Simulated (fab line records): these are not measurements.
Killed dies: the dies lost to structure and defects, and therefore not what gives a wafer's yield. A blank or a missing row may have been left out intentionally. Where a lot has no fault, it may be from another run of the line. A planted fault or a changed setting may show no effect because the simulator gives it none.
The tool behind it: which one? || flow berkeley cmos170 || at 1 step of a route of 331, 14 lots with 42 wafers sampled

## WHAT EACH GAUGE READ, for each wafer
No reading from a measuring or inspecting step in the record can be judged against a usual standard deviation.

## EACH LOT AND THE TOOL THAT RAN IT (in order: tool; ch and the chambers of the sampled wafers; start)
{"lot": "L115", "UCB170_V1_PEB_10": "litho track-02 ch 0, day 7 03:59"}
{"lot": "L117", "UCB170_V1_PEB_10": "litho track-04 ch 0, day 7 07:48"}
{"lot": "L118", "UCB170_V1_PEB_10": "litho track-04 ch 0, day 7 11:35"}
{"lot": "L121", "UCB170_V1_PEB_10": "litho track-02 ch 0, day 8 08:02"}
{"lot": "L123", "UCB170_V1_PEB_10": "litho track-01 ch 0, day 8 08:22"}
{"lot": "L125", "UCB170_V1_PEB_10": "litho track-02, day 8 18:51"}
{"lot": "L126", "UCB170_V1_PEB_10": "litho track-02, day 8 19:11"}
{"lot": "L129", "UCB170_V1_PEB_10": "litho track-02 ch 0, day 9 16:55"}
{"lot": "L132", "UCB170_V1_PEB_10": "litho track-02 ch 0, day 11 02:31"}
{"lot": "L133", "UCB170_V1_PEB_10": "litho track-04 ch 0, day 11 04:31"}
{"lot": "L134", "UCB170_V1_PEB_10": "litho track-04 ch 0, day 11 09:26"}
{"lot": "L135", "UCB170_V1_PEB_10": "litho track-04 ch 0, day 11 13:00"}
{"lot": "L138", "UCB170_V1_PEB_10": "litho track-01 ch 0, day 12 03:25"}
{"lot": "L137", "UCB170_V1_PEB_10": "litho track-02 ch 0, day 12 03:43"}
- UCB170_V1_PEB_10

## AS READ BY THE TOOLS THEMSELVES (means over the sampled wafers that have a number; for cases with no such wafer, the mark the record gives instead)
UCB170_V1_PEB_10. Usual: chill plate temp C 22.96 C, standard deviation 0.11; exhaust pa 45.1 Pa, standard deviation 0.93; heater power total W 56.80 W, standard deviation 0.043.
{"lot": "L115", "tool": "litho track-02", "chill plate temp C (C)": 22.99, "exhaust pa (Pa)": 45.0, "heater power total W (W)": 56.78, "flag": ""}
{"lot": "L117", "tool": "litho track-04", "chill plate temp C (C)": 22.94, "exhaust pa (Pa)": 46.9, "heater power total W (W)": 56.78, "flag": ""}
{"lot": "L118", "tool": "litho track-04", "chill plate temp C (C)": 22.96, "exhaust pa (Pa)": 44.9, "heater power total W (W)": 56.76, "flag": ""}
{"lot": "L121", "tool": "litho track-02", "chill plate temp C (C)": 22.96, "exhaust pa (Pa)": 44.1, "heater power total W (W)": 56.82, "flag": ""}
{"lot": "L123", "tool": "litho track-01", "chill plate temp C (C)": 22.92, "exhaust pa (Pa)": 45.0, "heater power total W (W)": 56.77, "flag": ""}
{"lot": "L125", "tool": "litho track-02", "chill plate temp C (C)": "-", "exhaust pa (Pa)": "-", "heater power total W (W)": "-", "flag": "OFF"}
{"lot": "L126", "tool": "litho track-02", "chill plate temp C (C)": "-", "exhaust pa (Pa)": "-", "heater power total W (W)": "-", "flag": "OFF"}
{"lot": "L129", "tool": "litho track-02", "chill plate temp C (C)": 22.99, "exhaust pa (Pa)": 45.2, "heater power total W (W)": 56.84, "flag": ""}
{"lot": "L132", "tool": "litho track-02", "chill plate temp C (C)": 23.09, "exhaust pa (Pa)": 45.4, "heater power total W (W)": 56.81, "flag": ""}
{"lot": "L133", "tool": "litho track-04", "chill plate temp C (C)": 22.85, "exhaust pa (Pa)": 45.2, "heater power total W (W)": 56.80, "flag": ""}
{"lot": "L134", "tool": "litho track-04", "chill plate temp C (C)": 22.95, "exhaust pa (Pa)": 43.0, "heater power total W (W)": 56.79, "flag": ""}
{"lot": "L135", "tool": "litho track-04", "chill plate temp C (C)": 22.95, "exhaust pa (Pa)": 45.3, "heater power total W (W)": 56.80, "flag": ""}
{"lot": "L138", "tool": "litho track-01", "chill plate temp C (C)": 23.07, "exhaust pa (Pa)": 44.7, "heater power total W (W)": 56.76, "flag": ""}
{"lot": "L137", "tool": "litho track-02", "chill plate temp C (C)": 22.88, "exhaust pa (Pa)": 45.1, "heater power total W (W)": 56.82, "flag": ""}

## THE ANSWER, worked out from the rows above alone
Rule: a lot is off if the mean of its wafers that have a number lies more than 3 standard deviations from the usual mean. A lot without any number at a reading at which 4 lots or more have one is off too. Where the step has rows for the other lots, those lots are counted as sound. The gauges are gone through in route order, then the tools' own readings, and for those a lot's mean is taken as printed above. At the first step where some lot is off, the reading lying furthest off is the one used; lots without a number count as furthest.
Off: L125, L126, at UCB170_V1_PEB_10 (chill plate temp C). Without a number there: L125, L126.
A tool fits if, at that step or a process step before it, it ran every lot that is off, and no sound lot after the first of them. No candidate that was tried fits.

## WHAT WAS PUT IN BY THE SIMULATOR
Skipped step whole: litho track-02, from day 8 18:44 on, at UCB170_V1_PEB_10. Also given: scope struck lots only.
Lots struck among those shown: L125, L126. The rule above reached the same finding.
